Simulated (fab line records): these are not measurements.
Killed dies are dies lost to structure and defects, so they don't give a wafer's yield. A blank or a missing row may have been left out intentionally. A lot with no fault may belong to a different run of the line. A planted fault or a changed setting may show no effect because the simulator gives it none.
A single fault, viewed from 2 desks    flow berkeley_cmos170    each desk holds nothing but its own numbers, with what lay behind them at the end

AT THE METROLOGY DESK
What the gauges read, lot by lot, whatever tool the lot ran on: means of the sampled wafers that have a number. If a lot's mean is further than 4 standard deviations from the usual mean, the lot is out of limits and carries the mark OUT (the distance appears in the brackets).
Columns: A = cd_nm at UCB170_PLDD_CD_MEAS_06, usual 1199.8 nm
lot   first seen here  A
L876  day 6 02:54      1200.6
L877  day 6 03:12      1200.0
L879  day 6 13:26      1199.6
L881  day 7 02:49      1198.3
L882  day 7 09:07      1199.8
L883  day 7 22:35      1199.9
L885  day 8 07:49      1199.2
L887  day 8 07:59      1200.1
L884  day 8 08:06      1201.2
L886  day 8 08:18      1193.0 (-4.6) OUT
L889  day 8 23:34      1194.8
L890  day 9 05:44      1197.8
L895  day 10 10:58     1201.3
L896  day 10 18:59     1200.6
L898  day 11 09:23     1198.3
This desk's finding: out of limits on L886; first on L886, day 8 08:18 (cd_nm at UCB170_PLDD_CD_MEAS_06). L876, L877, L879, L881, L882, L883, L885, L887, L884, L889, L890, L895, L896, L898: within limits.

TOOL OWNER'S DESK, litho_track-01
The tool's own readings at UCB170_PLDD_SOFTBAKE_02 (time 60 s): means of the sampled wafers that have a number, for each lot that ran on this tool. If a lot's mean is further than 4 standard deviations from the usual mean, the lot is out of limits and carries the mark OUT (the distance appears in the brackets).
Columns: A = heater_power_total_W at UCB170_PLDD_SOFTBAKE_02, usual 56.81 W; B = plate_temp_C at UCB170_PLDD_SOFTBAKE_02, usual 130.04 C
lot   first seen here  A                B
L879  day 6 12:45      56.76            130.29
L883  day 7 22:03      56.86            129.87
L887  day 8 06:50      56.81            130.00
L886  day 8 07:20      55.63 (-26) OUT  128.09 (-14) OUT
L889  day 8 22:53      55.67 (-25) OUT  127.96 (-15) OUT
L890  day 9 04:53      55.68 (-25) OUT  128.06 (-14) OUT
This desk's finding: out of limits on L886, L889, L890; first on L886, day 8 07:20 (heater_power_total_W at UCB170_PLDD_SOFTBAKE_02). L879, L883, L887: within limits.

BROUGHT TOGETHER
The tool owner's desk could have raised an alarm at day 8 07:20, on L886, L889, L890.
L886 would have let the metrology desk raise an alarm at day 8 08:18.
The metrology desk holds a record of L889, L890, inside its limits.
UCB170_PLDD_SOFTBAKE_02 was run on litho_track-01 by each of the lots named.

WHAT HAD BEEN PUT IN BY THE SIMULATOR
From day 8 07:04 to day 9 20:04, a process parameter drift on litho_track-01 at UCB170_PLDD_SOFTBAKE_02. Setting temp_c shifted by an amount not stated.
Lots struck among those shown: L886, L889, L890.
Counting hours from when the fault started, the first reading out of limits came at 0 for the tool owner's desk and at 1 for the metrology desk.
